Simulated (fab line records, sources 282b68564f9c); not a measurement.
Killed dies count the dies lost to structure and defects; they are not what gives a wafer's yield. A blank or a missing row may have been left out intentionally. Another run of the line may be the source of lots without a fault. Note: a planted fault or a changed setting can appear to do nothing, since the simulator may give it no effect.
Matching of chambers || flow rit_cmos || RIT_ACTIVE_ETCH_13 on rie_diel-04: 4 sister chambers
The step etches Si3N4 in SF6, stops on SiO2, time 210 s, target depth 210 nm. 4 wafers are shown with their chamber, then 7 later ones without.

WAFERS, EACH WITH ITS CHAMBER
{"wafer": "L425.1", "chamber": 1, "drypump_motor_current_A (A)": 6.2}
{"wafer": "L425.3", "chamber": 3, "drypump_motor_current_A (A)": 5.5}
{"wafer": "L426.2", "chamber": 2, "drypump_motor_current_A (A)": 5.3}
{"wafer": "L426.3", "chamber": 0, "drypump_motor_current_A (A)": 5.7}

WAFERS MISSING THEIR CHAMBER
{"wafer": "L426.4", "drypump_motor_current_A (A)": 5.6}
{"wafer": "L427.1", "drypump_motor_current_A (A)": 5.5}
{"wafer": "L427.3", "drypump_motor_current_A (A)": 6.3}
{"wafer": "L427.5", "drypump_motor_current_A (A)": 5.5}
{"wafer": "L429.3", "drypump_motor_current_A (A)": 5.3}
{"wafer": "L429.4", "drypump_motor_current_A (A)": 5.7}
{"wafer": "L429.6", "drypump_motor_current_A (A)": 5.3}

WHICH CHAMBER EACH WENT THROUGH
{"wafer": "L426.4", "from the rows above": "can't be placed: 3 or 0", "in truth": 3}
{"wafer": "L427.1", "from the rows above": 3, "in truth": 3}
{"wafer": "L427.3", "from the rows above": 1, "in truth": 1}
{"wafer": "L427.5", "from the rows above": 3, "in truth": 3}
{"wafer": "L429.3", "from the rows above": 2, "in truth": 2}
{"wafer": "L429.4", "from the rows above": 0, "in truth": 0}
{"wafer": "L429.6", "from the rows above": 2, "in truth": 2}
Correctly placed: 6 of 7. These rows do not allow placing 1 (true chamber among the candidates in 1). Wrongly placed: 0.
How it was worked out, from the rows above alone: a wafer's distance from a chamber is the root of the sum, over the readings, of the square of ((its reading less the chamber's mean) divided by the reading's scatter). If the next closest chamber is less than 2 further off than the closest, the wafer can't be placed; otherwise it belongs to the closest. For every chamber, the mean is computed from those of its wafers that are shown. The scatter: root of mean squared gap, hidden wafer to nearest shown wafer, with one shown wafer a chamber.
